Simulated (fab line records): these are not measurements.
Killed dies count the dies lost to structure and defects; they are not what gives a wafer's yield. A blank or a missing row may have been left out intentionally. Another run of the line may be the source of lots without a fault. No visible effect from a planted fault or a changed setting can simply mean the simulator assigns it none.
Comparing a struck lot with a sound one | flow rit cmos | 30 steps out of a route of 202
Sound: wafers L852.4, L852.5, L852.6. Struck: wafer L850.5 (L850.2, L850.3, from the same lot, were not struck and are left out); the cause is given at the end.
At each step with rows: each side's tool, then ch and its chambers, then its first start. Under that, the readings that differ: sound wafers | struck wafers | difference of the means | sigmas: that difference in standard deviations of wafers without a fault.
alike: readings whose means differ by less than 2 such deviations, and words and numbers that are the same on both sides. not compared: withheld readings, readings that some wafer has no value for, bounds like >300 that may hide the same value, and numbers for which the record gives no deviation and whose values overlap.
The two part at a step that has a row with sigmas, a row that says differs or no value, or rows on one side only. Non-overlapping numbers with no deviation appear without sigmas and do not part them. A reading that every wafer of one side lacks parts them only if that side has two wafers or more.

first, 6 steps without rows for these wafers: RIT_SDANNEAL_RTA_03 (time 5 s); RIT_SILICIDE_WET_ETCH_00 (etches SiO2 in BOE, target depth 14 nm, time 15 s); RIT_SILICIDE_SPUTTER_01 (material Ti, target thk 30 nm, time 240 s); RIT_SILICIDE_RTA_04 (time 10 s, ramp up 5 s, ramp down 5 s); RIT_SILICIDE_WET_ETCH_05 (etches Ti in SPM, time 120 s); RIT_SILICIDE_RTA_06 (time 10 s, ramp up 5 s, ramp down 10 s).
RIT_CONTACT_CVD_00: deposits SiO2 from TEOS, target thk 400 nm, time 61 s.
  sound on pecvd-02 ch 0,1,2, day 7 11:54; struck on pecvd-01 ch 0, day 7 03:14
  reading                                  | sound             | struck | difference | sigmas
  model.SiO2_of_CONTACT_CVD_00.thk nm (nm) | 408.2 405.5 407.2 | 362.6  | -44.4      |
  alike: heater power w
RIT_CONTACT_THK_MEAS_01:
  sound on film metro-04, day 7 11:58; struck on film metro-02, day 7 03:18
  reading               | sound       | struck | difference | sigmas
  CONTACT_TEOS_THK (nm) | 408 405 407 | 363    | -44        | -8
then, 7 steps without rows for these wafers: RIT_CONTACT_HMDS_02 (prime time 60 s); RIT_CONTACT_COAT_03 (resist thk 1000 nm); RIT_CONTACT_SOFTBAKE_04 (time 60 s); RIT_CONTACT_EXPOSE_05 (exposes mask M11, target cd 1000 nm); RIT_CONTACT_PEB_06; RIT_CONTACT_DEVELOP_07 (develop time 120 s); RIT_CONTACT_HARDBAKE_10 (time 60 s).
RIT_CONTACT_ETCH_11: etches SiO2 in CHF3/CF4/Ar, stops on TiSi2, target depth 480 nm, time 320 s.
  sound on rie diel-04 ch 0,3, day 7 13:23; struck on rie diel-02 ch 2, day 7 04:44
  reading                             | sound             | struck | difference | sigmas
  throttle valve pct (%)              | 8.89 8.88 8.66    | 9.19   | +0.38      | +3
  model.etch.depth nm (nm)            | 408.2 405.5 407.2 | 362.6  | -44.4      |
  model.CONTACT.feature depth nm (nm) | 408.2 405.5 407.2 | 362.6  | -44.4      |
  alike: CHF3_flow_sccm, chamber pressure mTorr, drypump motor current A, oes product au
  not compared: rf hours counter h
then, 11 steps without rows for these wafers: RIT_CONTACT_STRIP_12 (strips in O2, time 180 s); RIT_CONTACT_CLEAN_13 (cleans in SC1, time 600 s); RIT_CONTACT_CLEAN_14 (cleans in SC2, time 600 s); RIT_M1_SPUTTER_00 (material Al, target thk 400 nm, time 500 s); RIT_M1_HMDS_03 (prime time 60 s); RIT_M1_COAT_04 (resist thk 1300 nm); RIT_M1_SOFTBAKE_05 (time 60 s); RIT_M1_EXPOSE_06 (exposes mask M12, target cd 2600 nm); RIT_M1_PEB_07; RIT_M1_DEVELOP_08 (develop time 68 s); RIT_M1_HARDBAKE_11 (time 120 s).
RIT_M1_METAL_ETCH_12: etches Al in Cl2/BCl3, stops on SiO2, time 165 s, target depth 600 nm.
  sound on rie metal-04 ch 0,1, day 7 16:08; struck on rie metal-02 ch 1, day 7 07:41
  reading                                  | sound             | struck | difference | sigmas
  model.SiO2_of_CONTACT_CVD_00.thk nm (nm) | 370.6 367.9 370.4 | 327.3  | -42.3      |
  alike: bcl3 flow sccm, chamber pressure mTorr, drypump motor current A, oes product au, throttle valve pct
  not compared: rf hours counter h
then, 1 step without rows for these wafers: RIT_M1_STRIP_13 (strips in nmp, time 600 s).
RIT_M1_PROBE_99:
  sound on prober-02, day 7 18:28; struck on prober-02, day 7 10:08
  reading                                    | sound                       | struck   | difference | sigmas
  killed at front end                        | 2 4 5                       | 10       | +6         | +2
  model.etest.field p metal.vt v (V)         | -29.85 -30.82 -30.46        | -27.59   | +2.79      |
  model.etest.antenna contact.vt shift v (V) | -0.01563 -0.01308 -0.007765 | -0.01711 | -0.00495   |
  alike: killed_at_M0_to_M3, killed at contacts, killed dies, killed open, killed short

WHERE THEY PART
First at RIT_CONTACT_THK_MEAS_01; last, within this record, at RIT_M1_PROBE_99.

WHY: the cause the simulator had injected
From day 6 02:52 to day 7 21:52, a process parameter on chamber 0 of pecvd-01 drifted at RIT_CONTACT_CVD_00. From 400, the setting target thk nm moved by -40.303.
